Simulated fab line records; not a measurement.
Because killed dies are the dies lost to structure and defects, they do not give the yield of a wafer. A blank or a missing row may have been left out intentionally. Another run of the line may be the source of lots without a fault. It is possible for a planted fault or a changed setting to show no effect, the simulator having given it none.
Split-lot trial :: flow berkeley_cmos170 :: 23 wafers read from 5 lots, route of 331 steps

ON THE SPLIT
At UCB170_PSD_EXPOSE_03 (exposes mask PSELECT MOD, target cd 1200 nm), the setting dose_mj was moved away from the recipe's 30 on 8 of the 23 wafers read, by -6.3% to +4.6%. This setting was run at the recipe's value on the other wafers.

FROM THE SPLIT TO THE READING: what the file shows between them, 2 steps
- UCB170_PSD_PEB_04
- UCB170_PSD_DEVELOP_05: develop time 45 s

THE READING
cd_nm, in nm, at UCB170_PSD_CD_MEAS_06 (target cd 1200 nm). On this fab line, fault-free wafers typically give 1199.9 nm with a standard deviation of 1.7 nm.

wafer: L076.1
tool, chamber at the split: krf_scanner-02, 0
dose_mj as run: 31.39
against the recipe: +4.6%
cd_nm, nm: 1212.3
against lot-mates on the recipe: +9.7

wafer: L076.2
tool, chamber at the split: krf_scanner-02, 0
dose_mj as run: 30
against the recipe: recipe
cd_nm, nm: 1202.0
against lot-mates on the recipe: -

wafer: L076.3
tool, chamber at the split: krf_scanner-02, 0
dose_mj as run: 31.39
against the recipe: +4.6%
cd_nm, nm: 1209.5
against lot-mates on the recipe: +6.9

wafer: L076.4
tool, chamber at the split: krf_scanner-02, 0
dose_mj as run: 31.39
against the recipe: +4.6%
cd_nm, nm: 1211.3
against lot-mates on the recipe: +8.7

wafer: L076.6
tool, chamber at the split: krf_scanner-02, 0
dose_mj as run: 30
against the recipe: recipe
cd_nm, nm: 1203.2
against lot-mates on the recipe: -

wafer: L077.1
tool, chamber at the split: krf_scanner-02, 0
dose_mj as run: 30
against the recipe: recipe
cd_nm, nm: 1197.1
against lot-mates on the recipe: -

wafer: L077.2
tool, chamber at the split: krf_scanner-02, 0
dose_mj as run: 30
against the recipe: recipe
cd_nm, nm: 1197.6
against lot-mates on the recipe: -

wafer: L077.4
tool, chamber at the split: krf_scanner-02, 0
dose_mj as run: 29.36
against the recipe: -2.1%
cd_nm, nm: 1193.4
against lot-mates on the recipe: -4.3

wafer: L077.5
tool, chamber at the split: krf_scanner-02, 0
dose_mj as run: 29.36
against the recipe: -2.1%
cd_nm, nm: 1194.2
against lot-mates on the recipe: -3.5

wafer: L077.6
tool, chamber at the split: krf_scanner-02, 0
dose_mj as run: 30
against the recipe: recipe
cd_nm, nm: 1198.5
against lot-mates on the recipe: -

wafer: L078.1
tool, chamber at the split: krf_scanner-02, 0
dose_mj as run: 30
against the recipe: recipe
cd_nm, nm: 1200.2
against lot-mates on the recipe: -

wafer: L078.2
tool, chamber at the split: krf_scanner-02, 0
dose_mj as run: 28.12
against the recipe: -6.3%
cd_nm, nm: 1192.7
against lot-mates on the recipe: -8.4

wafer: L078.4
tool, chamber at the split: krf_scanner-02, 0
dose_mj as run: 30
against the recipe: recipe
cd_nm, nm: 1202.0
against lot-mates on the recipe: -

wafer: L078.5
tool, chamber at the split: krf_scanner-02, 0
dose_mj as run: 28.12
against the recipe: -6.3%
cd_nm, nm: 1191.0
against lot-mates on the recipe: -10.1

wafer: L078.6
tool, chamber at the split: krf_scanner-02, 0
dose_mj as run: 28.12
against the recipe: -6.3%
cd_nm, nm: 1189.9
against lot-mates on the recipe: -11.2

wafer: L082.1
tool, chamber at the split: krf_scanner-02, 0
dose_mj as run: 30
against the recipe: recipe
cd_nm, nm: 1198.6
against lot-mates on the recipe: -

wafer: L082.3
tool, chamber at the split: krf_scanner-02, 0
dose_mj as run: 30
against the recipe: recipe
cd_nm, nm: 1199.5
against lot-mates on the recipe: -

wafer: L082.4
tool, chamber at the split: krf_scanner-02, 0
dose_mj as run: 30
against the recipe: recipe
cd_nm, nm: 1198.8
against lot-mates on the recipe: -

wafer: L083.1
tool, chamber at the split: krf_scanner-02, 0
dose_mj as run: 30
against the recipe: recipe
cd_nm, nm: 1198.6
against lot-mates on the recipe: -

wafer: L083.3
tool, chamber at the split: krf_scanner-02, 0
dose_mj as run: 30
against the recipe: recipe
cd_nm, nm: 1199.6
against lot-mates on the recipe: -

wafer: L083.4
tool, chamber at the split: krf_scanner-02, 0
dose_mj as run: 30
against the recipe: recipe
cd_nm, nm: 1199.5
against lot-mates on the recipe: -

wafer: L083.5
tool, chamber at the split: krf_scanner-02, 0
dose_mj as run: 30
against the recipe: recipe
cd_nm, nm: 1199.8
against lot-mates on the recipe: -

wafer: L083.6
tool, chamber at the split: krf_scanner-02, 0
dose_mj as run: 30
against the recipe: recipe
cd_nm, nm: 1198.6
against lot-mates on the recipe: -

FIT RESULTS
A straight line over all 23 wafers: cd_nm changes by +1.81 nm for each +1% of dose_mj; r = +0.93; the points scatter about the line by 2.2 nm.
The same after taking each lot's own level away (the mean of its wafers on the recipe; 23 wafers): +1.68 nm for each +1%; r = +0.99; scatter 0.87 nm.
The reading moves by 11 nm for the largest change in dose_mj, on that fit.
From 1197.73 to 1202.60 nm: that is the span of the lots' own levels, equal to 2.9 times the standard deviation above.
So the lot-to-lot level changes the slope little: the two slopes agree.
Check: -11 nm against its lot-mates is what the line predicts for one of the wafers moved furthest among these (-6.3%) when that wafer is left out of the fit. It came out at -8.4 nm against them.

FURTHER SPLITS ON THESE WAFERS
Note: prior to the reading, these wafers also went through further splits. Each is held against what the fit with the lots' levels taken away leaves over:
other split on the same wafers: UCB170_PLDD_EXPOSE_03 dose_mj
wafers away from the commonest value: 11
r with cd_nm (lot level and that fit taken away): +0.18

other split on the same wafers: UCB170_NLDD_COAT_01 resist_thk_nm
wafers away from the commonest value: 11
r with cd_nm (lot level and that fit taken away): +0.25

other split on the same wafers: UCB170_NLDD_IMPLANT_08 energy_kev
wafers away from the commonest value: 8
r with cd_nm (lot level and that fit taken away): -0.11

THE FILE'S OWN FIT
cd_nm changes by +1.68 nm for each +1% of dose_mj, r = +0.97.
